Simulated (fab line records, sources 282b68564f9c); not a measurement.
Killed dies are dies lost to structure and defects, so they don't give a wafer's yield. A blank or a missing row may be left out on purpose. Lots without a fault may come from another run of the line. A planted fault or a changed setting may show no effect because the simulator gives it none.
One fault seen from 2 desks | flow rit_cmos | each desk has only its own numbers; what lay behind them comes last

THE TOOL OWNER'S DESK: furnace-04
The tool's own readings at RIT_FOX2_OXIDATION_00 (target thk 350.7 nm, ox time 1130 s): means of the sampled wafers that have a number, for each lot that ran on this tool. A lot is out of limits, marked OUT, if its mean lies more than 4 standard deviations from the usual mean; the brackets give that distance.
Columns: A = ox_temp_c at RIT_FOX2_OXIDATION_00, usual 1100.1 C; B = ox_temp_c_max at RIT_FOX2_OXIDATION_00, usual 1105.0; C = spike_tc_source_C at RIT_FOX2_OXIDATION_00, usual 1126 C
lot  | first seen here | A      | B      | C
L435 | day 2 03:15     | 1100.4 | 1105.0 | 1125
L436 | day 2 10:34     | 1100.1 | 1105.4 | 1125
L438 | day 2 18:58     | 1099.7 | 1104.5 | 1124
L451 | day 5 11:25     | 1100.5 | 1106.4 | 1124
This desk's finding: nothing out of limits on any of the 4 lots.

THE METROLOGY DESK
What the gauges read, lot by lot, whatever tool the lot ran on: means of the sampled wafers that have a number. A lot is out of limits, marked OUT, if its mean lies more than 4 standard deviations from the usual mean; the brackets give that distance.
Columns: A = cd_nm at RIT_ACTIVE_CD_MEAS_11, usual 1399.8 nm; B = M1_AL_THK at RIT_M1_THK_MEAS_02, usual 401 nm
lot  | first seen here | A      | B
L433 | day 1 14:37     | 1398.7 | 405
L434 | day 1 20:05     | 1400.8 | 400
L435 | day 2 00:35     | 1398.5 | 407
L436 | day 2 05:38     | 1399.5 | 399
L438 | day 2 15:54     | 1403.8 | 397
L445 | day 4 02:28     | 1393.0 | -
L446 | day 4 07:28     | 1398.0 | -
L447 | day 4 12:34     | 1401.5 | -
L448 | day 4 17:26     | 1404.0 | 399
L449 | day 4 22:26     | 1402.1 | 403
L451 | day 5 08:26     | 1397.6 | 401
L452 | day 5 14:16     | 1401.5 | 400
L453 | day 5 18:28     | 1398.6 | 402
L454 | day 5 23:26     | 1398.8 | 396
L456 | day 6 09:28     | 1396.5 | 409
This desk's finding: nothing out of limits on any of the 15 lots.

PUT TOGETHER
The tool owner's desk saw nothing out of limits.
The metrology desk saw nothing out of limits.

WHAT THE SIMULATOR HAD PUT IN
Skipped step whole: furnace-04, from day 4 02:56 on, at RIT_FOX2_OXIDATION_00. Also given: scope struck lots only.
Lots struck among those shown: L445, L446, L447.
